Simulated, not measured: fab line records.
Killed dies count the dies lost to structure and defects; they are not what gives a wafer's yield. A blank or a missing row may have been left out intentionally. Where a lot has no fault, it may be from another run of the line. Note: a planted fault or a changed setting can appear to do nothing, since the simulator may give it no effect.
Code-filled problem report in 8D (eight disciplines) form -- flow berkeley cmos170 -- the parts of the form that need people (team, actions taken, sign-off) are left out

== 1. THE PROBLEM ==
SILICIDE_TI_RS at UCB170_SILICIDE_RS_MEAS_02 reads a mean of 39.6 ohm/sq on 1 wafer of 1 lot; wafers without a fault read 26.0 ohm/sq with a standard deviation of 0.38. Relative to the usual mean, that is a shift of +36 standard deviations.
The step: measures by four-point-probe.
Seen first at day 11 03:49 on film metro-01, wafer L274.1. The record holds 37 wafers of 13 lots with a number at this step. By rule, "out" or "out of limits" means more than 4 standard deviations away from the usual mean. All remaining wafers that have a number are taken as sound.

== 2. WHAT IT IS AND WHAT IT IS NOT ==
question,is,is not
which readings at this step,SILICIDE_TI_RS,-
which lots,L274,"L260, L261, L264, L265, L266, L267, L268, L269, L270, L271, L282, L283"
which wafers of those lots,all that have a number,-
read on which gauges,film metro-01,"film metro-03, film metro-04"
when,from day 11 03:49,"up to then (30 sound wafers); but 6 sound wafers of L282, L283 came after"

== 3. SUSPECTS, AND WHAT RULES EACH OUT ==
Counting: a tool at a process step up to the reading stays a suspect if it ran every lot that is out and no sound lot after the first of them.
- the gauge at UCB170_SILICIDE_RS_MEAS_02: kept. All the wafers that are out were read on film metro-01, and no step on other tools shows them out.
- plasma asher-03 at UCB170_GATE_STRIP_16 (strips in O2): kept. It ran the lot that is out, L274 (day 10 17:01), and no sound lot after that; its last sound lot up to then is L271 (day 10 09:54).
- pvd sputter-02 at UCB170_SILICIDE_SPUTTER_01 (material Ti, target thk 30 nm, time 25 s): kept. It ran the lot that is out, L274 (day 11 03:47), and no sound lot after that; its last sound lot up to then is L269 (day 10 10:08).
plasma asher-03 at UCB170_GATE_STRIP_16, pvd sputter-02 at UCB170_SILICIDE_SPUTTER_01 and film metro-01 at UCB170_SILICIDE_RS_MEAS_02 are what is left after counting.

== 4. THE CAUSE (what the simulator had put in) ==
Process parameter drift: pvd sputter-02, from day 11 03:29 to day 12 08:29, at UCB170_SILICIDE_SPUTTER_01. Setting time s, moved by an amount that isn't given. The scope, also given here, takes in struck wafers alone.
This tool is one of the 3 suspects left after counting.

== 5. THE CHAIN OF EFFECTS, in route order ==
Rows list readings where the struck wafers' mean (over those with a number) sits beyond 3 standard deviations from the usual. Only readings whose record carries a usual standard deviation are examined. hours: median over the lots of the time between each lot's start at the first step of this table that gives one and its start at this step. sigmas: the change, counted in usual standard deviations.
hours,step,reading,usual,on struck wafers,change,sigmas
0,UCB170_SILICIDE_RS_MEAS_02,SILICIDE_TI_RS,26.0 ohm/sq,39.6,+13.6,+36
1,UCB170_SILICIDE_THK_MEAS_03,SILICIDE_TI_THK,29.9 nm,21.0,-8.9,-23
Later steps that measure or inspect, where all struck wafers having a row at the step show a number for every such reading and not one has moved that far: UCB170_V1_THK_MEAS_01.

== 6. WHAT WOULD HAVE CAUGHT IT SOONER ==
0 hours passed between the start of the fault at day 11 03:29 and the first reading out of limits at a measuring or inspecting step in this record, taken at day 11 03:49.
An alarm limit of 4 standard deviations would not have fired on the tool readings at UCB170_SILICIDE_SPUTTER_01 for which the record gives a usual standard deviation, since none of them was out on any struck wafer.
Each of the lots that are out, 1 in all, had begun UCB170_SILICIDE_SPUTTER_01 on pvd sputter-02 no later than day 11 03:49. Tool hold at that time: it would have spared none of them.
